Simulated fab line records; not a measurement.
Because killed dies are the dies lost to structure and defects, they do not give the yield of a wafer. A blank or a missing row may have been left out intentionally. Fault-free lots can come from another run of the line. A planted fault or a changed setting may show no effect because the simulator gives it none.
Split-lot experiment / flow rit cmos / on a route of 202 steps: 5 lots, 23 wafers read

== ON THE SPLIT ==
At RIT_M1_COAT_04 (resist thk 1300 nm), the setting spin rpm was moved away from the recipe's 2000 rpm on 10 of the 23 wafers read, by +2.5% to +7.5%. For the rest of the wafers, this setting stayed at what the recipe calls for.

== FROM THE SPLIT TO THE READING: what the file shows between them, 3 steps ==
- RIT_M1_SOFTBAKE_05: time 60 s
- RIT_M1_EXPOSE_06: exposes mask M12, target cd 2600 nm
- RIT_M1_HARDBAKE_11: time 120 s

== THE READING ==
NOVOLAK_of_M1_COAT_04.thk nm (the simulator's own value, which no gauge read), in nm, at RIT_M1_METAL_ETCH_12 (etches Al in Cl2/BCl3, stops on SiO2, time 165 s, target depth 600 nm). The file does not state a usual value for it. The 13 wafers here that ran the recipe average 795.2 nm, standard deviation 15 nm.

wafer=L076.1; tool, chamber at the split=litho track-01, 0; spin rpm as run, rpm=2000; against the recipe=recipe; NOVOLAK_of_M1_COAT_04.thk nm, nm=789.1; against lot-mates on the recipe=-
wafer=L076.3; tool, chamber at the split=litho track-01, 0; spin rpm as run, rpm=2000; against the recipe=recipe; NOVOLAK_of_M1_COAT_04.thk nm, nm=792.9; against lot-mates on the recipe=-
wafer=L076.6; tool, chamber at the split=litho track-01, 0; spin rpm as run, rpm=2000; against the recipe=recipe; NOVOLAK_of_M1_COAT_04.thk nm, nm=785.9; against lot-mates on the recipe=-
wafer=L077.1; tool, chamber at the split=litho track-03, 0; spin rpm as run, rpm=2146; against the recipe=+7.3%; NOVOLAK_of_M1_COAT_04.thk nm, nm=766.1; against lot-mates on the recipe=-44.4
wafer=L077.3; tool, chamber at the split=litho track-03, 0; spin rpm as run, rpm=2000; against the recipe=recipe; NOVOLAK_of_M1_COAT_04.thk nm, nm=807.6; against lot-mates on the recipe=-
wafer=L077.4; tool, chamber at the split=litho track-03, 0; spin rpm as run, rpm=2146; against the recipe=+7.3%; NOVOLAK_of_M1_COAT_04.thk nm, nm=760.6; against lot-mates on the recipe=-49.9
wafer=L077.5; tool, chamber at the split=litho track-03, 0; spin rpm as run, rpm=2000; against the recipe=recipe; NOVOLAK_of_M1_COAT_04.thk nm, nm=813.4; against lot-mates on the recipe=-
wafer=L077.6; tool, chamber at the split=litho track-03, 0; spin rpm as run, rpm=2146; against the recipe=+7.3%; NOVOLAK_of_M1_COAT_04.thk nm, nm=765.6; against lot-mates on the recipe=-44.9
wafer=L078.1; tool, chamber at the split=litho track-03, 0; spin rpm as run, rpm=2000; against the recipe=recipe; NOVOLAK_of_M1_COAT_04.thk nm, nm=812.1; against lot-mates on the recipe=-
wafer=L078.2; tool, chamber at the split=litho track-03, 0; spin rpm as run, rpm=2000; against the recipe=recipe; NOVOLAK_of_M1_COAT_04.thk nm, nm=800.9; against lot-mates on the recipe=-
wafer=L078.3; tool, chamber at the split=litho track-03, 0; spin rpm as run, rpm=2124; against the recipe=+6.2%; NOVOLAK_of_M1_COAT_04.thk nm, nm=775.3; against lot-mates on the recipe=-21.2
wafer=L078.4; tool, chamber at the split=litho track-03, 0; spin rpm as run, rpm=2124; against the recipe=+6.2%; NOVOLAK_of_M1_COAT_04.thk nm, nm=736.2; against lot-mates on the recipe=-60.3
wafer=L078.5; tool, chamber at the split=litho track-03, 0; spin rpm as run, rpm=2000; against the recipe=recipe; NOVOLAK_of_M1_COAT_04.thk nm, nm=776.6; against lot-mates on the recipe=-
wafer=L080.1; tool, chamber at the split=litho track-01, 0; spin rpm as run, rpm=2149; against the recipe=+7.5%; NOVOLAK_of_M1_COAT_04.thk nm, nm=764.8; against lot-mates on the recipe=-41.5
wafer=L080.2; tool, chamber at the split=litho track-01, 0; spin rpm as run, rpm=2149; against the recipe=+7.5%; NOVOLAK_of_M1_COAT_04.thk nm, nm=762.3; against lot-mates on the recipe=-44.0
wafer=L080.3; tool, chamber at the split=litho track-01, 0; spin rpm as run, rpm=2000; against the recipe=recipe; NOVOLAK_of_M1_COAT_04.thk nm, nm=799.8; against lot-mates on the recipe=-
wafer=L080.5; tool, chamber at the split=litho track-01, 0; spin rpm as run, rpm=2000; against the recipe=recipe; NOVOLAK_of_M1_COAT_04.thk nm, nm=812.7; against lot-mates on the recipe=-
wafer=L080.6; tool, chamber at the split=litho track-01, 0; spin rpm as run, rpm=2149; against the recipe=+7.5%; NOVOLAK_of_M1_COAT_04.thk nm, nm=762.9; against lot-mates on the recipe=-43.4
wafer=L084.1; tool, chamber at the split=litho track-01, 0; spin rpm as run, rpm=2050; against the recipe=+2.5%; NOVOLAK_of_M1_COAT_04.thk nm, nm=772.1; against lot-mates on the recipe=-10.2
wafer=L084.2; tool, chamber at the split=litho track-01, 0; spin rpm as run, rpm=2000; against the recipe=recipe; NOVOLAK_of_M1_COAT_04.thk nm, nm=802; against lot-mates on the recipe=-
wafer=L084.3; tool, chamber at the split=litho track-01, 0; spin rpm as run, rpm=2000; against the recipe=recipe; NOVOLAK_of_M1_COAT_04.thk nm, nm=779; against lot-mates on the recipe=-
wafer=L084.4; tool, chamber at the split=litho track-01, 0; spin rpm as run, rpm=2000; against the recipe=recipe; NOVOLAK_of_M1_COAT_04.thk nm, nm=766; against lot-mates on the recipe=-
wafer=L084.5; tool, chamber at the split=litho track-01, 0; spin rpm as run, rpm=2050; against the recipe=+2.5%; NOVOLAK_of_M1_COAT_04.thk nm, nm=768.5; against lot-mates on the recipe=-13.8

FIT RESULTS
A straight line over all 23 wafers: NOVOLAK_of_M1_COAT_04.thk nm changes by -4.62 nm for each +1% of spin rpm; r = -0.75; the points scatter about the line by 14 nm.
The same after taking each lot's own level away (the mean of its wafers on the recipe; 23 wafers): -6.15 nm for each +1%; r = -0.90; scatter 10 nm.
On that fit, the largest move of spin rpm shifts the reading by 46 nm.
The lots' own levels span 782.33 to 810.50 nm, that is 1.9 times the standard deviation above.
So the lot-to-lot level blurs the effect unless lot-mates are compared.
Check: with one of the wafers moved furthest among these (+7.5%) left out of the fit, the line predicts -46.2 nm for it against its lot-mates. It came out at -41.5 nm against them.

== OTHER SPLITS APPLIED TO THESE WAFERS ==
These wafers also went through other splits before the reading. Each is held against what the fit with the lots' levels taken away leaves over:
other split on the same wafers=RIT_NSD_SOFTBAKE_02 temp c; wafers away from the commonest value=9; r with NOVOLAK_of_M1_COAT_04.thk nm (lot level and that fit taken away)=+0.10
other split on the same wafers=RIT_NSD_IMPLANT_08 energy kev; wafers away from the commonest value=10; r with NOVOLAK_of_M1_COAT_04.thk nm (lot level and that fit taken away)=-0.19
other split on the same wafers=RIT_SDANNEAL_CLEAN_01 time s; wafers away from the commonest value=15; r with NOVOLAK_of_M1_COAT_04.thk nm (lot level and that fit taken away)=-0.11

== THE WHOLE CHAIN: every reading that the file lists as answering this split, in the file's order ==
step=RIT_M1_COAT_04; what it does=resist thk 1300 nm; reading=NOVOLAK_of_M1_COAT_04.thk nm (the simulator's own value, which no gauge read); change (the file's fit)=-6.16 nm for each +1% of the setting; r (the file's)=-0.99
step=RIT_M1_HARDBAKE_11; what it does=time 120 s; reading=NOVOLAK_of_M1_COAT_04.thk nm (the simulator's own value, which no gauge read); change (the file's fit)=-5.3 nm for each +1% of the setting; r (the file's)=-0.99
step=RIT_M1_METAL_ETCH_12; what it does=etches Al in Cl2/BCl3, stops on SiO2, time 165 s, target depth 600 nm; reading=NOVOLAK_of_M1_COAT_04.thk nm (the simulator's own value, which no gauge read); change (the file's fit)=-6.14 nm for each +1% of the setting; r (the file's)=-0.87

== THE FILE'S OWN FIT ==
NOVOLAK_of_M1_COAT_04.thk nm changes by -6.14 nm for each +1% of spin rpm, r = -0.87.
